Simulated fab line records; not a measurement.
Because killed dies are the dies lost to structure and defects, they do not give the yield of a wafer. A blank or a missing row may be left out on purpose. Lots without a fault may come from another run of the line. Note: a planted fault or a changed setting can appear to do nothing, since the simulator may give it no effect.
Which tool was responsible? -- flow ritCmos -- 7 lots, 21 wafers sampled, at 2 steps of a route of 202

WHAT EACH GAUGE READ, for each wafer
RIT_PLDD_TW_MEAS_10.
lot,measured,on,PLDD_TW
L503,day 3 07:48,filmMetro-01,2343 2343 2342
L506,day 4 01:30,filmMetro-03,2319 2315 2337
L509,day 4 13:31,filmMetro-02,2327 2319 2334
L511,day 4 22:00,filmMetro-02,2327 2330 2325
L513,day 5 08:50,filmMetro-01,2358 2357 2354

EACH LOT AND THE TOOL THAT RAN IT (in order: tool; ch and the chambers of the sampled wafers; start)
lot,RIT_WELLDRIVE_ANNEAL_00
L503,"furnace-04 ch 0, day 2 09:50"
L506,"furnace-04 ch 0, day 3 04:03"
L509,"furnace-01 ch 0, day 3 15:48"
L511,"furnace-01 ch 0, day 4 01:00"
L513,"furnace-04 ch 0, day 4 11:08"
L517,"furnace-01, day 5 07:34"
L519,"furnace-04, day 5 18:53"
- RIT_WELLDRIVE_ANNEAL_00: time 14700 s.

THE ANSWER, worked out from the rows above alone
Rule: what is usual is taken from the lots themselves. Put in order of their means at a reading, lots are off if they are a third of the lots or fewer, leave a main group of 4 or more, and stand apart from it by a gap of 3 or more times the standard deviation of the main group's means; of several such gaps the widest counts. If all means in a main group match to the digits the tables above print for the reading, that group is not used. A lot without any number at a reading at which 4 lots or more have one is off too. The other lots that the step has rows for count as sound.
No lot is off at any reading shown: from this, nothing can be told.

WHAT HAD BEEN PUT IN BY THE SIMULATOR
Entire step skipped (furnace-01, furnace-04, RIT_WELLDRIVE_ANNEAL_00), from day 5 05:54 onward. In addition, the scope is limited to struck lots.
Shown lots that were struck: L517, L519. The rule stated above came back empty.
